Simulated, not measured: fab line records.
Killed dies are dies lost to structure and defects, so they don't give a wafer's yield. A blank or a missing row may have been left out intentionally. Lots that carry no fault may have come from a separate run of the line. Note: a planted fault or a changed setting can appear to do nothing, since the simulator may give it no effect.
Check of tool commonality || flow ritCmos || Sampled: 14 lots, 42 wafers

REASON FOR OPENING
RIT_REOX_THK_MEAS_04, reading REOX_OXIDE_THK: flagged on 2 of 14 lots. Wafers without a fault read 25.0 nm, standard deviation 0.52.
Rule: flag the lot when none of its wafers has a number, or when each of its wafers that has one lies beyond 4 standard deviations from that mean. The other lots count as sound.

{"lot": "L990", "measured": "day 3 05:06", "on": "filmMetro-02", "REOX_OXIDE_THK (nm), wafer by wafer": "25.5 25.4 25.0", "flag": ""}
{"lot": "L991", "measured": "day 3 09:01", "on": "filmMetro-03", "REOX_OXIDE_THK (nm), wafer by wafer": "25.2 24.9 24.8", "flag": ""}
{"lot": "L992", "measured": "day 3 16:40", "on": "filmMetro-02", "REOX_OXIDE_THK (nm), wafer by wafer": "24.8 25.0 25.2", "flag": ""}
{"lot": "L994", "measured": "day 3 19:13", "on": "filmMetro-03", "REOX_OXIDE_THK (nm), wafer by wafer": "24.5 24.3 24.7", "flag": ""}
{"lot": "L993", "measured": "day 3 19:13", "on": "filmMetro-02", "REOX_OXIDE_THK (nm), wafer by wafer": "25.5 25.0 25.2", "flag": ""}
{"lot": "L995", "measured": "day 4 04:03", "on": "filmMetro-03", "REOX_OXIDE_THK (nm), wafer by wafer": "24.6 24.9 24.9", "flag": ""}
{"lot": "L996", "measured": "day 4 06:44", "on": "filmMetro-02", "REOX_OXIDE_THK (nm), wafer by wafer": "24.7 24.7 24.8", "flag": ""}
{"lot": "L101", "measured": "day 5 08:53", "on": "filmMetro-02", "REOX_OXIDE_THK (nm), wafer by wafer": "24.0 24.3 24.2", "flag": ""}
{"lot": "L102", "measured": "day 5 11:00", "on": "filmMetro-02", "REOX_OXIDE_THK (nm), wafer by wafer": "33.4 33.1 32.9", "flag": "FLAGGED"}
{"lot": "L105", "measured": "day 6 04:30", "on": "filmMetro-03", "REOX_OXIDE_THK (nm), wafer by wafer": "32.3 32.7 33.0", "flag": "FLAGGED"}
{"lot": "L108", "measured": "day 6 22:24", "on": "filmMetro-01", "REOX_OXIDE_THK (nm), wafer by wafer": "25.2 25.3 25.2", "flag": ""}
{"lot": "L109", "measured": "day 7 00:56", "on": "filmMetro-01", "REOX_OXIDE_THK (nm), wafer by wafer": "25.3 25.3 25.1", "flag": ""}
{"lot": "L112", "measured": "day 7 14:01", "on": "filmMetro-01", "REOX_OXIDE_THK (nm), wafer by wafer": "25.9 25.3 25.6", "flag": ""}
{"lot": "L113", "measured": "day 7 21:08", "on": "filmMetro-03", "REOX_OXIDE_THK (nm), wafer by wafer": "25.5 24.9 25.0", "flag": ""}
Average over the flagged lots: 32.9 nm; offset from the usual +7.9 nm, equal to +15 standard deviations.

LOT BY LOT: THE TOOL USED
The record keeps 1 process step preceding the reading, out of 202 steps on the route. In each cell: the tool, then ch and the chambers that the sampled wafers went through, then the start.
{"lot": "L990", "flag": "", "RIT_REOX_OXIDATION_03": "furnace-01 ch 0, day 3 02:32"}
{"lot": "L991", "flag": "", "RIT_REOX_OXIDATION_03": "furnace-04 ch 0, day 3 06:28"}
{"lot": "L992", "flag": "", "RIT_REOX_OXIDATION_03": "furnace-04 ch 0, day 3 14:07"}
{"lot": "L994", "flag": "", "RIT_REOX_OXIDATION_03": "furnace-04 ch 0, day 3 16:40"}
{"lot": "L993", "flag": "", "RIT_REOX_OXIDATION_03": "furnace-04 ch 0, day 3 16:40"}
{"lot": "L995", "flag": "", "RIT_REOX_OXIDATION_03": "furnace-03 ch 0, day 4 01:30"}
{"lot": "L996", "flag": "", "RIT_REOX_OXIDATION_03": "furnace-01 ch 0, day 4 04:11"}
{"lot": "L101", "flag": "", "RIT_REOX_OXIDATION_03": "furnace-03 ch 0, day 5 06:20"}
{"lot": "L102", "flag": "FLAGGED", "RIT_REOX_OXIDATION_03": "furnace-04 ch 0, day 5 08:27"}
{"lot": "L105", "flag": "FLAGGED", "RIT_REOX_OXIDATION_03": "furnace-04 ch 0, day 6 01:57"}
{"lot": "L108", "flag": "", "RIT_REOX_OXIDATION_03": "furnace-03 ch 0, day 6 19:50"}
{"lot": "L109", "flag": "", "RIT_REOX_OXIDATION_03": "furnace-03 ch 0, day 6 22:23"}
{"lot": "L112", "flag": "", "RIT_REOX_OXIDATION_03": "furnace-03 ch 0, day 7 11:26"}
{"lot": "L113", "flag": "", "RIT_REOX_OXIDATION_03": "furnace-03 ch 0, day 7 18:35"}
What these steps do:
- RIT_REOX_OXIDATION_03: target thk 25.2 nm, ox time 5580 s.
- RIT_REOX_THK_MEAS_04

FLAGGED AGAINST TOTAL, ONE TOOL AT A TIME (gauges that did the reading follow at the end)
{"step": "RIT_REOX_OXIDATION_03", "tool": "furnace-01", "lots run": 2, "flagged": 0, "share of the flagged lots": "none", "sound lots run after its first flagged lot": "-"}
{"step": "RIT_REOX_OXIDATION_03", "tool": "furnace-03", "lots run": 6, "flagged": 0, "share of the flagged lots": "none", "sound lots run after its first flagged lot": "-"}
{"step": "RIT_REOX_OXIDATION_03", "tool": "furnace-04", "lots run": 6, "flagged": 2, "share of the flagged lots": "all", "sound lots run after its first flagged lot": 0}
{"step": "RIT_REOX_THK_MEAS_04", "tool": "filmMetro-01", "lots run": 3, "flagged": 0, "share of the flagged lots": "none", "sound lots run after its first flagged lot": "-"}
{"step": "RIT_REOX_THK_MEAS_04", "tool": "filmMetro-02", "lots run": 6, "flagged": 1, "share of the flagged lots": "some", "sound lots run after its first flagged lot": 0}
{"step": "RIT_REOX_THK_MEAS_04", "tool": "filmMetro-03", "lots run": 5, "flagged": 1, "share of the flagged lots": "some", "sound lots run after its first flagged lot": "1 (L113)"}

WHAT THE TABLE PERMITS
1 row of the table ran every flagged lot: furnace-04 at RIT_REOX_OXIDATION_03.
- furnace-04 at RIT_REOX_OXIDATION_03 ran 6 lots, 2 of them flagged. It ran its last sound lot, L993, at day 3 16:40 and its first flagged lot, L102, at day 5 08:27: a fault with its onset between the two fits.
Left over: one tool, furnace-04 at RIT_REOX_OXIDATION_03.

WHAT THE SIMULATOR HAD INSERTED
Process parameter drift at RIT_REOX_OXIDATION_03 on furnace-04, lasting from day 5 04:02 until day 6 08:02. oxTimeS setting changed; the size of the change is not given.
Struck lots among those shown: L102, L105. The rule above found the same.
